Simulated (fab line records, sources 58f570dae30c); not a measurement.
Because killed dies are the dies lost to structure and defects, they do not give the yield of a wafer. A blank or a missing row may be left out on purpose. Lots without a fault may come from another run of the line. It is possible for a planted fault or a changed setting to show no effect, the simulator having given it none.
fab line records + flow berkeleyCmos170
record
- lots=15
- wafers=45
- lastDay=12
route steps=331 shown PLDD@208 SILICIDE@213 CONTACT@229
lots that met no fault: from a run of the same line without faults
startH: start of the lot's first displayed wafer, in hours after the record's first day + waitH: hours since the lot's step before + " repeats the value in the row above + L1.1+2: a row that stands for several wafers + - no value, or no start given + * or withheld: withheld + < > ~ a bound
route shown NAME@n: a module of which the file shows steps, and the number in the route of the first + usual: mean/standard deviation taken from wafers without a fault + same: alike in all rows + chamber/n: place in a boat + sites: the reading at each site + _std_site: standard deviation of those values + _edge_site: outer sites' mean less inner sites' + radiusMm: for every site, how far away it sits from the centre of the wafer + mask NAME#n: copy n + behind: tool/chamber where the wafer was last shaped + hold: reason for holding the lot/hours on hold/outcome of the hold + device: transistor that didn't switch, given as n, p or np + end of line: the tests these same wafers got at the end of their route + for a step that has no rows: nothing shown but its recipe + killed: the dies lost at the first sort to structure and to defects; this is not the yield of the wafer + map: a wafer's dies, x killed, . not, _ none there
set.NAME: the run value of the setting; set.NAME@STEP: its run value at that earlier step + model.NAME: the simulator's own value behind a step, which no gauge read
route steps across a sampled set of lots; one table per step, one row per wafer
services: the hour from which a tool's chamber was out of use, counted from the record's first day as startH (under 0 if before that day), plus the number of hours and why
## steps
# step UCB170_SDANNEAL_RS_MEAS_04
# recipe
- thkMeasGauge=four-point-probe
# usual
- PLDD_RS=1030.5/2.6
| lot.wafer | tool         | chamber | startH | waitH | PLDD_RS[ohm/sq] |
|-----------|--------------|---------|--------|-------|-----------------|
| L770.3    | filmMetro-01 | -       | 140.80 | 0.1   | 1031.8          |
| L770.4    | "            | -       | "      | "     | 1030.1          |
| L770.6    | "            | -       | "      | "     | 1031.6          |
| L772.1    | filmMetro-02 | -       | 141.04 | 0.1   | 1033.4          |
| L772.2    | "            | -       | "      | "     | 1035.1          |
| L772.6    | "            | -       | "      | "     | 1032.9          |
| L774.1    | filmMetro-03 | -       | 158.91 | 0.1   | 1028.4          |
| L774.3    | "            | -       | "      | "     | 1028.8          |
| L774.6    | "            | -       | "      | "     | 1027.1          |
| L777.1    | filmMetro-01 | -       | 165.89 | 0.1   | 1031.8          |
| L777.3    | "            | -       | "      | "     | 1032.1          |
| L777.4    | "            | -       | "      | "     | 1031.1          |
| L776.3    | filmMetro-02 | -       | 166.32 | 0.1   | 1027.5          |
| L776.5    | "            | -       | "      | "     | 1027.4          |
| L776.6    | "            | -       | "      | "     | 1025.2          |
| L780.1    | filmMetro-01 | -       | 186.57 | 0.1   | 1031.0          |
| L780.2    | "            | -       | "      | "     | 1029.2          |
| L780.5    | "            | -       | "      | "     | 1029.5          |
| L779.2    | filmMetro-02 | -       | 186.76 | 0.1   | 1032.9          |
| L779.3    | "            | -       | "      | "     | 1032.7          |
| L779.5    | "            | -       | "      | "     | 1029.3          |
| L781.2    | filmMetro-03 | -       | 187.00 | 0.1   | 1031.7          |
| L781.3    | "            | -       | "      | "     | 1030.9          |
| L781.4    | "            | -       | "      | "     | 1031.9          |
| L784.1    | filmMetro-03 | -       | 213.89 | 0.1   | 1029.6          |
| L784.4    | "            | -       | "      | "     | 1032.4          |
| L784.5    | "            | -       | "      | "     | 1029.6          |
| L787.1    | filmMetro-02 | -       | 220.82 | 0.1   | 1029.0          |
| L787.3    | "            | -       | "      | "     | 1027.2          |
| L787.6    | "            | -       | "      | "     | 1028.3          |
| L789.1    | filmMetro-03 | -       | 225.94 | 0.1   | 1026.5          |
| L789.3    | "            | -       | "      | "     | 1028.0          |
| L789.4    | "            | -       | "      | "     | 1026.8          |
| L792.3    | filmMetro-03 | -       | 242.19 | 0.1   | 1034.2          |
| L792.5    | "            | -       | "      | "     | 1030.6          |
| L792.6    | "            | -       | "      | "     | 1036.0          |
| L790.3    | filmMetro-02 | -       | 242.40 | 0.1   | 1030.8          |
| L790.4    | "            | -       | "      | "     | 1029.7          |
| L790.5    | "            | -       | "      | "     | 1029.4          |
| L791.2    | filmMetro-01 | -       | 242.50 | 0.1   | 1034.3          |
| L791.3    | "            | -       | "      | "     | 1033.8          |
| L791.5    | "            | -       | "      | "     | 1031.0          |
| L793.3    | filmMetro-03 | -       | 247.22 | 0.1   | 1028.9          |
| L793.5    | "            | -       | "      | "     | 1031.8          |
| L793.6    | "            | -       | "      | "     | 1034.1          |
# step UCB170_SILICIDE_THK_MEAS_03
# recipe
- thkMeasGauge=xrf
- reads=Ti_of_SILICIDE_SPUTTER_01
# usual
- SILICIDE_TI_THK=30.0/0.39
| lot.wafer | tool         | chamber | startH | waitH | SILICIDE_TI_THK[nm] |
|-----------|--------------|---------|--------|-------|---------------------|
| L770.3    | filmMetro-01 | -       | 141.24 | 0.1   | 30.8                |
| L770.4    | "            | -       | "      | "     | 30.0                |
| L770.6    | "            | -       | "      | "     | 29.6                |
| L772.1    | filmMetro-04 | -       | 141.54 | 0.1   | 30.0                |
| L772.2    | "            | -       | "      | "     | 29.6                |
| L772.6    | "            | -       | "      | "     | 29.8                |
| L774.1    | filmMetro-04 | -       | 159.36 | 0.1   | 29.3                |
| L774.3    | "            | -       | "      | "     | 29.2                |
| L774.6    | "            | -       | "      | "     | 29.6                |
| L777.1    | filmMetro-04 | -       | 166.35 | 0.1   | 29.6                |
| L777.3    | "            | -       | "      | "     | 29.7                |
| L777.4    | "            | -       | "      | "     | 29.4                |
| L776.3    | filmMetro-01 | -       | 166.76 | 0.1   | 30.2                |
| L776.5    | "            | -       | "      | "     | 29.9                |
| L776.6    | "            | -       | "      | "     | 30.2                |
| L780.1    | filmMetro-04 | -       | 187.03 | 0.1   | 29.2                |
| L780.2    | "            | -       | "      | "     | 29.8                |
| L780.5    | "            | -       | "      | "     | 29.8                |
| L779.2    | filmMetro-01 | -       | 187.21 | 0.1   | 30.2                |
| L779.3    | "            | -       | "      | "     | 30.6                |
| L779.5    | "            | -       | "      | "     | 30.0                |
| L781.2    | filmMetro-04 | -       | 187.45 | 0.1   | 29.3                |
| L781.3    | "            | -       | "      | "     | 29.8                |
| L781.4    | "            | -       | "      | "     | 29.8                |
| L784.1    | filmMetro-04 | -       | 214.35 | 0.1   | 30.0                |
| L784.4    | "            | -       | "      | "     | 30.4                |
| L784.5    | "            | -       | "      | "     | 30.2                |
| L787.1    | filmMetro-03 | -       | 221.28 | 0.1   | 30.2                |
| L787.3    | "            | -       | "      | "     | 30.2                |
| L787.6    | "            | -       | "      | "     | 30.3                |
| L789.1    | filmMetro-04 | -       | 226.40 | 0.1   | 29.6                |
| L789.3    | "            | -       | "      | "     | 30.1                |
| L789.4    | "            | -       | "      | "     | 29.8                |
| L792.3    | filmMetro-04 | -       | 242.62 | 0.1   | 30.9                |
| L792.5    | "            | -       | "      | "     | 30.7                |
| L792.6    | "            | -       | "      | "     | 29.9                |
| L790.3    | filmMetro-03 | -       | 242.84 | 0.1   | 30.4                |
| L790.4    | "            | -       | "      | "     | 30.2                |
| L790.5    | "            | -       | "      | "     | 29.7                |
| L791.2    | filmMetro-04 | -       | 242.95 | 0.1   | 29.6                |
| L791.3    | "            | -       | "      | "     | 29.6                |
| L791.5    | "            | -       | "      | "     | 29.9                |
| L793.3    | filmMetro-04 | -       | 247.66 | 0.1   | 29.8                |
| L793.5    | "            | -       | "      | "     | 29.5                |
| L793.6    | "            | -       | "      | "     | 29.7                |
# step UCB170_SILICIDE_RTA_04
# recipe
- tempC=650
- timeS=15
- ambient=N2
# usual
- chamberO2Ppm=1.993/0.022
- lampPowerPct=10.3/0.45
- wafer_temp_C_max=652.8/0.62
| lot.wafer | tool         | chamber | startH | waitH | chamberO2Ppm | lampPowerPct | wafer_temp_C_max |
|-----------|--------------|---------|--------|-------|--------------|--------------|------------------|
| L770.3    | rtpAnneal-02 | 0       | 141.30 | 0.1   | 1.966        | 10.6         | 653.5            |
| L770.4    | "            | 0       | "      | "     | 2.000        | 10.6         | 652.9            |
| L770.6    | "            | 0       | "      | "     | 1.956        | 10.6         | 652.8            |
| L772.1    | rtpAnneal-02 | 0       | 141.60 | 0.1   | 1.985        | 10.6         | 652.3            |
| L772.2    | "            | 0       | "      | "     | 1.999        | 10.6         | 652.8            |
| L772.6    | "            | 0       | "      | "     | 1.962        | 10.6         | 652.2            |
| L774.1    | rtpAnneal-01 | 0       | 159.42 | 0.1   | 2.002        | 9.7          | 653.5            |
| L774.3    | "            | 0       | "      | "     | 1.982        | 9.7          | 653.0            |
| L774.6    | "            | 0       | "      | "     | 2.024        | 9.7          | 653.8            |
| L777.1    | rtpAnneal-02 | 0       | 166.41 | 0.1   | 1.988        | 10.6         | 651.4            |
| L777.3    | "            | 0       | "      | "     | 2.016        | 10.6         | 651.5            |
| L777.4    | "            | 0       | "      | "     | 1.986        | 10.6         | 652.6            |
| L776.3    | rtpAnneal-01 | 0       | 166.82 | 0.1   | 1.973        | 9.7          | 652.1            |
| L776.5    | "            | 0       | "      | "     | 1.961        | 9.7          | 652.3            |
| L776.6    | "            | 0       | "      | "     | 1.996        | 9.7          | 652.9            |
| L780.1    | rtpAnneal-02 | 0       | 187.09 | 0.1   | 2.021        | 10.6         | 652.6            |
| L780.2    | "            | 0       | "      | "     | 2.012        | 10.6         | 653.2            |
| L780.5    | "            | 0       | "      | "     | 2.054        | 10.6         | 653.3            |
| L779.2    | rtpAnneal-01 | 0       | 187.27 | 0.1   | 2.016        | 9.7          | 652.8            |
| L779.3    | "            | 0       | "      | "     | 2.010        | 9.7          | 654.3            |
| L779.5    | "            | 0       | "      | "     | 1.970        | 9.7          | 653.0            |
| L781.2    | rtpAnneal-02 | 0       | 187.51 | 0.1   | 1.986        | 10.6         | 653.3            |
| L781.3    | "            | 0       | "      | "     | 1.983        | 10.6         | 653.2            |
| L781.4    | "            | 0       | "      | "     | 1.957        | 10.6         | 652.4            |
| L784.1    | rtpAnneal-02 | 0       | 214.41 | 0.1   | 1.998        | 10.6         | 652.9            |
| L784.4    | "            | 0       | "      | "     | 1.978        | 10.6         | 653.0            |
| L784.5    | "            | 0       | "      | "     | 2.010        | 10.6         | 652.3            |
| L787.1    | rtpAnneal-02 | 0       | 221.34 | 0.1   | 1.980        | 10.6         | 652.0            |
| L787.3    | "            | 0       | "      | "     | 1.996        | 10.6         | 652.2            |
| L787.6    | "            | 0       | "      | "     | 1.965        | 10.6         | 652.0            |
| L789.1    | rtpAnneal-01 | 0       | 226.46 | 0.1   | 2.003        | 9.7          | 652.7            |
| L789.3    | "            | 0       | "      | "     | 1.988        | 9.7          | 654.3            |
| L789.4    | "            | 0       | "      | "     | 1.993        | 9.7          | 653.1            |
| L792.3    | rtpAnneal-02 | 0       | 242.69 | 0.1   | 1.981        | 10.6         | 652.7            |
| L792.5    | "            | 0       | "      | "     | 1.964        | 10.6         | 652.3            |
| L792.6    | "            | 0       | "      | "     | 1.974        | 10.6         | 652.7            |
| L790.3    | rtpAnneal-01 | 0       | 242.91 | 0.1   | 1.998        | 9.7          | 653.6            |
| L790.4    | "            | 0       | "      | "     | 1.972        | 9.7          | 652.8            |
| L790.5    | "            | 0       | "      | "     | 1.991        | 9.7          | 654.0            |
| L791.2    | rtpAnneal-02 | 0       | 243.01 | 0.1   | 1.954        | 10.6         | 652.5            |
| L791.3    | "            | 0       | "      | "     | 1.996        | 10.6         | 651.8            |
| L791.5    | "            | 0       | "      | "     | 1.992        | 10.6         | 653.1            |
| L793.3    | rtpAnneal-02 | 0       | 247.72 | 0.1   | 1.984        | 10.6         | 652.7            |
| L793.5    | "            | 0       | "      | "     | 1.975        | 10.6         | 652.9            |
| L793.6    | "            | 0       | "      | "     | 2.020        | 10.6         | 652.1            |
# step UCB170_CONTACT_PEB_13
# recipe
- pebTempC=130
- pebTimeS=withheld
- resist=KrF
# usual
- chillPlateTempC=23.02/0.11
- exhaustPa=45.2/0.84
| lot.wafer | tool          | chamber | startH | waitH | chillPlateTempC | exhaustPa |
|-----------|---------------|---------|--------|-------|-----------------|-----------|
| L770.3    | lithoTrack-03 | 0       | 145.57 | 0.1   | 22.97           | 45.6      |
| L770.4    | "             | 0       | "      | "     | 22.88           | 46.9      |
| L770.6    | "             | 0       | "      | "     | 22.82           | 45.6      |
| L772.1    | lithoTrack-04 | 0       | 145.78 | 0.1   | 23.06           | 44.8      |
| L772.2    | "             | 0       | "      | "     | 23.07           | 44.8      |
| L772.6    | "             | 0       | "      | "     | 23.10           | 45.8      |
| L774.1    | lithoTrack-04 | -       | 164.34 | 0.6   | -               | -         |
| L774.3    | "             | -       | "      | "     | -               | -         |
| L774.6    | "             | -       | "      | "     | -               | -         |
| L776.3    | lithoTrack-03 | -       | 170.74 | 0.1   | -               | -         |
| L776.5    | "             | -       | "      | "     | -               | -         |
| L776.6    | "             | -       | "      | "     | -               | -         |
| L777.1    | lithoTrack-03 | -       | 170.96 | 0.1   | -               | -         |
| L777.3    | "             | -       | "      | "     | -               | -         |
| L777.4    | "             | -       | "      | "     | -               | -         |
| L780.1    | lithoTrack-04 | 0       | 192.24 | 0.1   | 22.97           | 43.9      |
| L780.2    | "             | 0       | "      | "     | 23.04           | 44.7      |
| L780.5    | "             | 0       | "      | "     | 23.15           | 45.2      |
| L779.2    | lithoTrack-03 | 0       | 192.48 | 0.2   | 23.00           | 44.9      |
| L779.3    | "             | 0       | "      | "     | 23.08           | 44.5      |
| L779.5    | "             | 0       | "      | "     | 23.19           | 47.1      |
| L781.2    | lithoTrack-04 | 0       | 192.54 | 0.1   | 23.03           | 45.9      |
| L781.3    | "             | 0       | "      | "     | 23.02           | 44.7      |
| L781.4    | "             | 0       | "      | "     | 23.04           | 44.5      |
| L784.1    | lithoTrack-03 | 0       | 220.70 | 0.1   | 22.79           | 44.8      |
| L784.4    | "             | 0       | "      | "     | 22.79           | 44.7      |
| L784.5    | "             | 0       | "      | "     | 22.76           | 45.3      |
| L787.1    | lithoTrack-03 | 0       | 225.27 | 0.1   | 23.10           | 46.8      |
| L787.3    | "             | 0       | "      | "     | 23.08           | 47.0      |
| L787.6    | "             | 0       | "      | "     | 23.24           | 44.2      |
| L789.1    | lithoTrack-03 | 0       | 230.17 | 0.1   | 23.01           | 45.2      |
| L789.3    | "             | 0       | "      | "     | 22.95           | 45.7      |
| L789.4    | "             | 0       | "      | "     | 23.10           | 45.0      |
| L790.3    | lithoTrack-01 | 0       | 247.30 | 0.2   | 23.07           | 46.3      |
| L790.4    | "             | 0       | "      | "     | 23.10           | 44.3      |
| L790.5    | "             | 0       | "      | "     | 22.85           | 44.7      |
| L791.2    | lithoTrack-01 | 0       | 247.55 | 0.1   | 23.17           | 44.6      |
| L791.3    | "             | 0       | "      | "     | 23.00           | 44.3      |
| L791.5    | "             | 0       | "      | "     | 23.21           | 44.3      |
| L792.3    | lithoTrack-04 | 0       | 247.81 | 0.1   | 23.05           | 44.1      |
| L792.5    | "             | 0       | "      | "     | 23.02           | 45.7      |
| L792.6    | "             | 0       | "      | "     | 23.01           | 44.0      |
| L793.3    | lithoTrack-03 | 0       | 254.46 | 0.1   | 23.11           | 45.0      |
| L793.5    | "             | 0       | "      | "     | 23.17           | 45.8      |
| L793.6    | "             | 0       | "      | "     | 23.04           | 45.6      |
## services
| tool         | chamber | startH | hours | kind |
|--------------|---------|--------|-------|------|
| rtpAnneal-01 | -       | 207.46 | 3.7   | pm   |
| rtpAnneal-02 | -       | 223.18 | 2.6   | pm   |
## key
firstSign
- step=UCB170_CONTACT_PEB_13
- reading=toolRecord
- direction=missing
effect none on later readings
metAt UCB170_CONTACT_PEB_13
struckLots L774,L776,L777
laterRowsLeftOut L774.1,L774.3,L774.6,L776.3,L776.5,L776.6,L777.1,L777.3,L777.4
sortLeftOut L774.1,L774.3,L774.6,L776.3,L776.5,L776.6,L777.1,L777.3,L777.4
testerLeftOut L774,L776,L777
notActingAt UCB170_SDANNEAL_RS_MEAS_04,UCB170_SILICIDE_THK_MEAS_03,UCB170_SILICIDE_RTA_04
onsetBetween 145.78 164.34
fault
- kind=skippedStepWhole
- tool=lithoTrack-03,lithoTrack-04
- chamber=-
- onsetH=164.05
- steps=UCB170_CONTACT_PEB_13
- scope=struckLotsOnly
# testerLeftOut: of these lots the tester's yield and bins aren't shown, on N5 and GAA mostly nor the transistor test; their killed dies are dies lost to structure and defects alone, not to doping, threshold or leakage, so they don't give the yield
# sortLeftOut: the simulated sort isn't trusted on such a fault, so these wafers' sort isn't shown, and their yield isn't known
# laterRowsLeftOut: the simulator's readings of these wafers behind a module that went badly wrong aren't trusted and aren't shown, but for the sort
